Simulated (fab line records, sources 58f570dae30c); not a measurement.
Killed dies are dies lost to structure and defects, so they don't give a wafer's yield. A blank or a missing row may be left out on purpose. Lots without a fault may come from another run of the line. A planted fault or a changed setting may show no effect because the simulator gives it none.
Which tool did it? | flow berkeley_cmos170 | 14 lots, 42 wafers sampled, at 3 steps of a route of 331

WHAT THE GAUGES READ, wafer by wafer
UCB170_PLDD_TW_MEAS_11. Usual: PLDD_TW 1004, standard deviation 11.
lot  | measured     | on            | PLDD_TW        | flag
L406 | day 7 10:11  | film_metro-04 | 1016 1018 1009 |
L407 | day 7 10:50  | film_metro-02 | 987 986 988    |
L404 | day 7 10:55  | film_metro-04 | 1013 1015 1011 |
L405 | day 7 11:07  | film_metro-04 | 1013 1017 1018 |
L409 | day 7 23:38  | film_metro-04 | 1014 1022 1014 |
L408 | day 7 23:53  | film_metro-04 | 1016 1015 1013 |
L410 | day 8 15:17  | film_metro-01 | 1016 1017 1016 |
L412 | day 8 15:33  | film_metro-04 | 1014 1014 1011 |
L413 | day 8 16:02  | film_metro-04 | 1005 1003 1001 |
L414 | day 9 10:37  | film_metro-02 | 993 992 991    |
L419 | day 10 00:17 | film_metro-02 | 993 988 993    |
L423 | day 11 02:56 | film_metro-04 | 938 936 937    | OFF
L424 | day 11 03:56 | film_metro-02 | 921 916 917    | OFF
L425 | day 11 16:55 | film_metro-02 | 987 991 986    |

UCB170_SDANNEAL_RS_MEAS_04: measures by four-point-probe. Usual: PLDD_RS 1032.7 ohm/sq, standard deviation 2.6.
lot  | measured     | on            | PLDD_RS (ohm/sq)     | flag
L406 | day 8 11:19  | film_metro-01 | 1035.6 1035.0 1036.9 |
L407 | day 8 11:05  | film_metro-02 | 1033.4 1033.8 1039.3 |
L404 | day 8 10:08  | film_metro-01 | 1032.7 1032.4 1030.0 |
L405 | day 8 11:11  | film_metro-04 | 1030.1 1029.5 1028.0 |
L409 | day 8 14:29  | film_metro-01 | 1031.9 1031.8 1030.5 |
L408 | day 8 14:50  | film_metro-02 | 1034.1 1035.9 1032.3 |
L410 | day 9 09:17  | film_metro-01 | 1035.1 1033.1 1034.0 |
L412 | day 9 10:25  | film_metro-04 | 1031.1 1031.9 1034.7 |
L413 | day 9 10:40  | film_metro-01 | 1032.9 1035.0 1034.9 |
L414 | day 10 04:23 | film_metro-04 | 1032.8 1031.6 1033.4 |
L419 | day 10 16:13 | film_metro-04 | 1035.5 1033.3 1030.6 |
L423 | day 11 18:35 | film_metro-04 | 1240.7 1243.2 1242.1 | OFF
L424 | day 11 17:58 | film_metro-02 | 1245.6 1240.4 1243.0 | OFF
L425 | day 12 04:52 | film_metro-01 | 1030.9 1028.2 1030.9 |

WHICH TOOL RAN EACH LOT (tool, then ch and the chambers of the sampled wafers, then the start)
lot  | UCB170_PLDD_IMPLANT_08
L406 | implanter-04 ch 0, day 7 09:49
L407 | implanter-03 ch 0, day 7 10:28
L404 | implanter-01 ch 0, day 7 10:33
L405 | implanter-03 ch 0, day 7 10:43
L409 | implanter-04 ch 0, day 7 23:14
L408 | implanter-01 ch 0, day 7 23:29
L410 | implanter-01 ch 0, day 8 14:53
L412 | implanter-03 ch 0, day 8 15:09
L413 | implanter-01 ch 0, day 8 15:38
L414 | implanter-03 ch 0, day 9 08:09
L419 | implanter-04 ch 0, day 9 23:53
L423 | implanter-03 ch 0, day 11 02:32
L424 | implanter-03 ch 0, day 11 03:32
L425 | implanter-04 ch 0, day 11 16:31
- UCB170_PLDD_IMPLANT_08

WHAT THE TOOLS THEMSELVES READ (means of the sampled wafers that have a number; where no wafer has one, the mark that the record gives instead)
UCB170_PLDD_IMPLANT_08. Usual: dose_ions_cm2 4.999e+13, standard deviation 5.5e+10; faraday_current_uA 158, standard deviation 3.1.
lot  | tool         | dose_ions_cm2 | faraday_current_uA | flag
L406 | implanter-04 | 5.007e+13     | 159                |
L407 | implanter-03 | 5.001e+13     | 158                |
L404 | implanter-01 | 5.000e+13     | 156                |
L405 | implanter-03 | 5.002e+13     | 157                |
L409 | implanter-04 | 4.998e+13     | 159                |
L408 | implanter-01 | 4.998e+13     | 157                |
L410 | implanter-01 | 4.996e+13     | 158                |
L412 | implanter-03 | 4.995e+13     | 158                |
L413 | implanter-01 | 4.993e+13     | 159                |
L414 | implanter-03 | 4.995e+13     | 159                |
L419 | implanter-04 | 5.001e+13     | 157                |
L423 | implanter-03 | 2.893e+13     | 90                 | OFF
L424 | implanter-03 | 2.903e+13     | 93                 | OFF
L425 | implanter-04 | 4.996e+13     | 157                |

THE ANSWER, worked out from the rows above alone
Rule: a lot is off if the mean of its wafers that have a number lies more than 3 standard deviations from the usual mean. A lot without any number at a reading at which 4 lots or more have one is off too. The other lots that the step has rows for count as sound. The gauges are gone through in route order, then the tools' own readings, and for those a lot's mean is taken as printed above. The first step at which some lot is off is used, and at that step the reading that is off furthest; a lot without a number counts as furthest.
Off: L423, L424, at UCB170_PLDD_TW_MEAS_11 (PLDD_TW).
A tool fits if, at a process step before that reading, it ran every lot that is off, and no sound lot after the first of them. The gauges at UCB170_PLDD_TW_MEAS_11 aren't tried: what is off there is off at UCB170_PLDD_IMPLANT_08 too, on other tools, and a gauge's error can't cause that. One fits: implanter-03 at UCB170_PLDD_IMPLANT_08. Its last sound lot is L414 (day 9 08:09), its first lot that is off L423 (day 11 02:32): a fault that began between those two fits.
The tool's own readings at UCB170_PLDD_IMPLANT_08 bear it out: on the lots that are off they differ by more than 5 times the standard deviation of the sound lots' means. dose_ions_cm2 reads 2.898e+13 there against 4.998e+13 on the sound lots; faraday_current_uA reads 92 there against 158 on the sound lots.

WHAT THE SIMULATOR HAD PUT IN
Process parameter drift: implanter-03, from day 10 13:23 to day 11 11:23, at UCB170_PLDD_IMPLANT_08. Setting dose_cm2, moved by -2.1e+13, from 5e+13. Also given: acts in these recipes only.
Lots struck among those shown: L423, L424. The rule above found the same.
